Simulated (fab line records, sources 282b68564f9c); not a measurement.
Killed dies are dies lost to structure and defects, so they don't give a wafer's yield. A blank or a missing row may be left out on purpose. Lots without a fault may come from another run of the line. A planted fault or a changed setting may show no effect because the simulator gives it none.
One fault seen from 2 desks | flow rit_cmos | each desk has only its own numbers; what lay behind them comes last

THE TOOL OWNER'S DESK: litho_track-02
The tool's own readings at RIT_NLDD_COAT_01 (resist thk 1000 nm): means of the sampled wafers that have a number, for each lot that ran on this tool. A lot is out of limits, marked OUT, if its mean lies more than 4 standard deviations from the usual mean; the brackets give that distance.
Columns: A = resist_line_temp_C at RIT_NLDD_COAT_01, usual 22.99 C
lot  | first seen here | A
L489 | day 3 03:22     | 23.18
L494 | day 4 06:21     | 23.00
L495 | day 4 09:17     | 22.92
This desk's finding: nothing out of limits on any of the 3 lots.

THE METROLOGY DESK
What the gauges read, lot by lot, whatever tool the lot ran on: means of the sampled wafers that have a number. A lot is out of limits, marked OUT, if its mean lies more than 4 standard deviations from the usual mean; the brackets give that distance.
Columns: A = cd_nm at RIT_GATE_CD_MEAS_16, usual 150.1 nm; B = GATE_OVL at RIT_GATE_OVL_MEAS_17, usual -0.1 nm; C = cd_nm at RIT_GATE_CD_MEAS_90, usual 150.1 nm; D = REOX_OXIDE_THK at RIT_REOX_THK_MEAS_04, usual 25.1 nm; E = NLDD_OVL at RIT_NLDD_OVL_MEAS_06, usual 0.2 nm
lot  | first seen here | A     | B    | C     | D    | E
L489 | day 2 20:42     | 148.1 | -0.7 | 148.1 | 24.9 | -0.8
L490 | day 2 23:35     | 152.7 | -1.3 | 152.7 | 25.2 | 0.4
L494 | day 4 02:19     | 145.4 | 1.0  | 145.7 | 25.6 | 1.5
L495 | day 4 04:09     | 150.7 | 0.2  | 150.6 | 24.8 | 0.8
L508 | day 7 14:58     | 151.6 | -0.1 | 151.5 | 25.0 | 0.2
L511 | day 8 04:54     | 149.6 | -1.6 | 149.4 | 25.0 | 0.1
This desk's finding: nothing out of limits on any of the 6 lots.

PUT TOGETHER
The tool owner's desk saw nothing out of limits.
The metrology desk saw nothing out of limits.

WHAT THE SIMULATOR HAD PUT IN
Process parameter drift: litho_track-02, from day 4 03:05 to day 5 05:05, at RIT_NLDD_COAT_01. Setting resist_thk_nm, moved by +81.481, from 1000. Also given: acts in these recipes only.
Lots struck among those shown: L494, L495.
